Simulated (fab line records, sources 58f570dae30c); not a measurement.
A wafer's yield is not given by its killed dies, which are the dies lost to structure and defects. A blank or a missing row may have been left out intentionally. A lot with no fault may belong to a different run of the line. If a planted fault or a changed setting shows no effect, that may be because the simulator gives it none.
Matching of chambers / flow berkeley-cmos170 / UCB170_GATE_ETCH_15 on rie-si-01 has 4 sister chambers
The step etches poly-Si in HBr/Cl2, stops on SiO2, time 56.3 s, target depth 278.2 nm. 8 wafers are shown with their chamber, then 7 later ones without.

EACH WAFER AND ITS CHAMBER
wafer=L264.6; chamber=1; drypump-motor-current-A (A)=6.49; throttle-valve-pct (%)=26.3
wafer=L267.2; chamber=0; drypump-motor-current-A (A)=5.62; throttle-valve-pct (%)=26.0
wafer=L267.4; chamber=3; drypump-motor-current-A (A)=5.44; throttle-valve-pct (%)=26.9
wafer=L268.2; chamber=2; drypump-motor-current-A (A)=5.92; throttle-valve-pct (%)=26.2
wafer=L268.4; chamber=3; drypump-motor-current-A (A)=5.41; throttle-valve-pct (%)=26.9
wafer=L268.6; chamber=1; drypump-motor-current-A (A)=6.50; throttle-valve-pct (%)=26.4
wafer=L272.2; chamber=2; drypump-motor-current-A (A)=5.90; throttle-valve-pct (%)=26.2
wafer=L272.4; chamber=0; drypump-motor-current-A (A)=5.59; throttle-valve-pct (%)=26.0

WAFERS WITHOUT THEIR CHAMBER
wafer=L272.6; drypump-motor-current-A (A)=5.59; throttle-valve-pct (%)=26.0
wafer=L280.1; drypump-motor-current-A (A)=5.62; throttle-valve-pct (%)=26.0
wafer=L280.2; drypump-motor-current-A (A)=6.51; throttle-valve-pct (%)=26.4
wafer=L280.6; drypump-motor-current-A (A)=5.89; throttle-valve-pct (%)=26.2
wafer=L281.1; drypump-motor-current-A (A)=5.91; throttle-valve-pct (%)=26.2
wafer=L281.4; drypump-motor-current-A (A)=5.38; throttle-valve-pct (%)=26.9
wafer=L281.5; drypump-motor-current-A (A)=6.50; throttle-valve-pct (%)=26.3

CHAMBER TAKEN BY EACH
wafer=L272.6; from the rows above=0; in truth=0
wafer=L280.1; from the rows above=0; in truth=0
wafer=L280.2; from the rows above=1; in truth=1
wafer=L280.6; from the rows above=2; in truth=2
wafer=L281.1; from the rows above=2; in truth=2
wafer=L281.4; from the rows above=3; in truth=3
wafer=L281.5; from the rows above=1; in truth=1
7 of 7 placed correctly. Number that these rows cannot place: 0. 0 placed wrongly.
How it was worked out, from the rows above alone: a wafer's distance from a chamber is the root of the sum, over the readings, of the square of ((its reading less the chamber's mean) divided by the reading's scatter). If the next closest chamber is less than 2 further off than the closest, the wafer can't be placed; otherwise it belongs to the closest. For every chamber, the mean is computed from those of its wafers that are shown. How the scatter is found: for the shown wafers, subtract from each reading the mean of its chamber, square and add these, divide the total by (wafers less chambers), then take the root.
